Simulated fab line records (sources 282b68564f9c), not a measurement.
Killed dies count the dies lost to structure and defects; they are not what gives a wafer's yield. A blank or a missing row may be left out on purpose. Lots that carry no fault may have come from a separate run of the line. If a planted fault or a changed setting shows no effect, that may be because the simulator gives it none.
A struck lot beside a sound one -- flow rit-cmos -- 21 out of 202 route steps
Sound: the wafers L181.3, L181.5, L181.6. Struck: wafers L194.1, L194.3, L194.4. The cause is given at the end.
For every step that has rows: the tool of each side, followed by ch and its chambers, followed by its first start. Under that, the readings that differ: sound wafers -- struck wafers -- difference of the means -- sigmas: that difference in standard deviations of wafers without a fault.
alike: readings with means less than 2 such deviations apart, plus words and numbers identical on both sides. not compared: withheld readings, readings lacking a value on some wafer, bounds such as >300 that could conceal the same value, and numbers that have no deviation in the record and whose values overlap.
Wherever a step has rows on one side only, a row that says differs or no value, or a row with sigmas, the two part there. Non-overlapping numbers with no deviation appear without sigmas and do not part them. A reading that every wafer of one side lacks parts them only if that side has two wafers or more.

RIT_GATE_CD_MEAS_16 targets a cd of 150 nm.
  sound on cd-sem-02 at day 3 03:53; struck on cd-sem-01 at day 5 16:31
  alike: cd-nm
RIT_GATE_OVL_MEAS_17:
  sound on overlay-02 at day 3 03:59; struck on overlay-01 at day 5 16:38
  alike: GATE_OVL
then, 1 step without rows for these wafers: RIT_GATE_HARDBAKE_18 (time 60 s).
RIT_GATE_ETCH_19: etches poly-Si in SF6/CHF3/O2, stops on SiO2, time 165 s, target depth 312.5 nm.
  sound on rie-si-02 ch 0,1, day 3 04:10; struck on rie-si-01 ch 0,1,2, day 5 16:49
  alike: drypump-motor-current-A, oes-product-au, throttle-valve-pct
  not compared: rf-hours-counter-h
RIT_GATE_STRIP_20: strips in O2, time 180 s.
  sound on plasma-asher-03 ch 0,1, day 3 04:19; struck on plasma-asher-04 ch 0,1, day 5 16:55
  alike: drypump-motor-current-A
  not compared: rf-hours-counter-h
RIT_GATE_CD_MEAS_90 targets a cd of 150 nm.
  sound on cd-sem-01 at day 3 04:29; struck on cd-sem-02 at day 5 17:06
  alike: cd-nm
then, 4 steps without rows for these wafers: RIT_REOX_CLEAN_00 (cleans in SC1, time 600 s); RIT_REOX_CLEAN_01 (cleans in dHF, time 30 s); RIT_REOX_CLEAN_02 (cleans in SC2, time 588.2 s); RIT_REOX_OXIDATION_03 (target thk 25.2 nm, ox time 5580 s).
RIT_REOX_THK_MEAS_04:
  sound on film-metro-01 at day 3 07:30; struck on film-metro-02 at day 5 20:10
  alike: REOX_OXIDE_THK
then, 1 step without rows for these wafers: RIT_NLDD_HMDS_00 (prime time 60 s).
RIT_NLDD_COAT_01: resist thk 1000 nm.
  sound on litho-track-02 ch 0, day 3 07:44; struck on litho-track-02 ch 0, day 5 20:23
reading,sound,struck,difference,sigmas
spin-speed-rpm (rpm),3245.7 3250.9 3253.6,3200.7 3199.4 3196.9,-51.1,-20
model.NOVOLAK_of_NLDD_COAT_01.thk-nm (nm),1004 1001 1000,1009 1009 1006,+6,
then, 4 steps without rows for these wafers: RIT_NLDD_SOFTBAKE_02 (time 60 s); RIT_NLDD_EXPOSE_03 (exposes mask M7, target cd 40700 nm); RIT_NLDD_PEB_04; RIT_NLDD_DEVELOP_05 (develop time 50 s).
RIT_NLDD_OVL_MEAS_06:
  sound on overlay-01 at day 3 08:31; struck on overlay-01 at day 5 21:12
  alike: NLDD_OVL
RIT_NLDD_HARDBAKE_07: time 60 s.
  sound on litho-track-01 ch 0, day 3 08:38; struck on litho-track-02 ch 0, day 5 21:14
reading,sound,struck,difference,sigmas
model.NOVOLAK_of_NLDD_COAT_01.thk-nm (nm),887.6 884.8 884.1,892 891.6 889,+5,
  alike: plate-temp-C
after that, 1 step had no rows for these wafers: RIT_NLDD_IMPLANT_08.
RIT_M1_PROBE_99:
  only the struck wafers here have rows in the record (prober-01, day 6 13:05); the sound ones have none

WHERE THEY PART
First at RIT_NLDD_COAT_01; last, within this record, at RIT_M1_PROBE_99.

WHY: the cause the simulator had injected
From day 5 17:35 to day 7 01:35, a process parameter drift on litho-track-02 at RIT_NLDD_COAT_01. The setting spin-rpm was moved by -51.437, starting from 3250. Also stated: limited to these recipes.
